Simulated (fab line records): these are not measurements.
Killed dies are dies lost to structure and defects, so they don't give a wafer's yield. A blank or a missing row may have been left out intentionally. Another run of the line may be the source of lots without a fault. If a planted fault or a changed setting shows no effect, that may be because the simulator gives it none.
A lot that was struck, set against a sound lot + flow berkeley-cmos170 + 14 out of 331 route steps
Sound: the wafers L286.2, L286.3, L286.6. The struck wafers were L305.3, L305.4, L305.6. The cause is given at the end.
For every step that has rows: the tool of each side, followed by ch and its chambers, followed by its first start. Under that, the readings that differ: sound wafers + struck wafers + difference of the means + sigmas: that difference in standard deviations of wafers without a fault.
alike: same words and numbers on both sides, and readings whose means sit less than 2 such deviations apart. not compared: any withheld reading, any reading some wafer has no value for, any bound like >300 that may hide the same value, and any number with overlapping values for which the record gives no deviation.
Wherever a step has rows on one side only, a row that says differs or no value, or a row with sigmas, the two part there. When numbers do not overlap yet have no deviation, they are printed without sigmas and do not part them. A reading missing from all wafers of one side parts the sides only when that side holds two or more wafers.

first, 2 steps without rows for these wafers: UCB170_NLDD_PEB_04; UCB170_NLDD_DEVELOP_05 (develop time 45 s).
UCB170_NLDD_CD_MEAS_06 targets a cd of 1200 nm.
  sound: cd-sem-01 at day 8 03:52; struck: cd-sem-01 at day 12 10:34
  alike: cd-nm
UCB170_NLDD_OVL_MEAS_07:
  sound: overlay-01 at day 8 03:59; struck: overlay-01 at day 12 10:40
  alike: NLDD_OVL
then, 2 steps without rows for these wafers: UCB170_NLDD_IMPLANT_08; UCB170_NLDD_IMPLANT_09.
UCB170_NLDD_STRIP_10: strips in O2.
  sound on plasma-asher-01 ch 1, day 8 04:19; struck on plasma-asher-02 ch 0,1, day 12 11:01
  alike: drypump-motor-current-A, oes-product-au, strip-time-to-endpoint-s
  not compared: rf-hours-counter-h
UCB170_NLDD_TW_MEAS_11:
  sound: film-metro-04 at day 8 04:25; struck: film-metro-01 at day 12 11:06
| reading | sound          | struck         | difference | sigmas |
|---------|----------------|----------------|------------|--------|
| NLDD_TW | 2248 2239 2228 | 2190 2190 2194 | -47        | -2     |
then, 1 step without rows for these wafers: UCB170_NLDD_CLEAN_12 (cleans in SPM, time 600 s).
UCB170_SPACER_CVD_00: deposits SiO2 from TEOS/O2, target thk 376 nm, time 47 s.
  sound on pecvd-03 ch 0,1, day 8 04:41; struck on pecvd-02 ch 0,2, day 12 11:22
  alike: heater-power-w
UCB170_SPACER_THK_MEAS_01:
  sound: film-metro-02 at day 8 04:44; struck: film-metro-02 at day 12 11:25
  alike: SPACER_TEOS_THK
then, 1 step without rows for these wafers: UCB170_SPACER_ANNEAL_02 (time 1800 s).
UCB170_SPACER_ETCHBACK_03: etches SiO2 in CHF3/CF4/Ar, stops on Si, target depth 376 nm, time 100 s.
  sound on rie-diel-02 ch 1,2,3, day 8 07:11; struck on rie-diel-02 ch 0,2, day 12 20:02
| reading                  | sound             | struck            | difference | sigmas |
|--------------------------|-------------------|-------------------|------------|--------|
| oes-product-au (a.u.)    | 0.898 0.874 0.912 | 1.017 1.004 1.016 | +0.118     | +8     |
| run-length-s (s)         | 128.4 129.5 129.3 | 113.8 112.8 113.4 | -15.7      | -35    |
| model.etch.depth-nm (nm) | 375 371.7 375.7   | 361.2 361.4 359.5 | -13.4      |        |
  alike: drypump-motor-current-A, throttle-valve-pct
  not compared: rf-hours-counter-h
UCB170_M3_PROBE_99:
  rows exist in the record for the struck wafers here (prober-01, day 13 21:28), but not for the sound ones

== WHERE THEY PART ==
Earliest at UCB170_NLDD_TW_MEAS_11; latest, in this record, at UCB170_M3_PROBE_99.

WHY: what had been put in by the simulator
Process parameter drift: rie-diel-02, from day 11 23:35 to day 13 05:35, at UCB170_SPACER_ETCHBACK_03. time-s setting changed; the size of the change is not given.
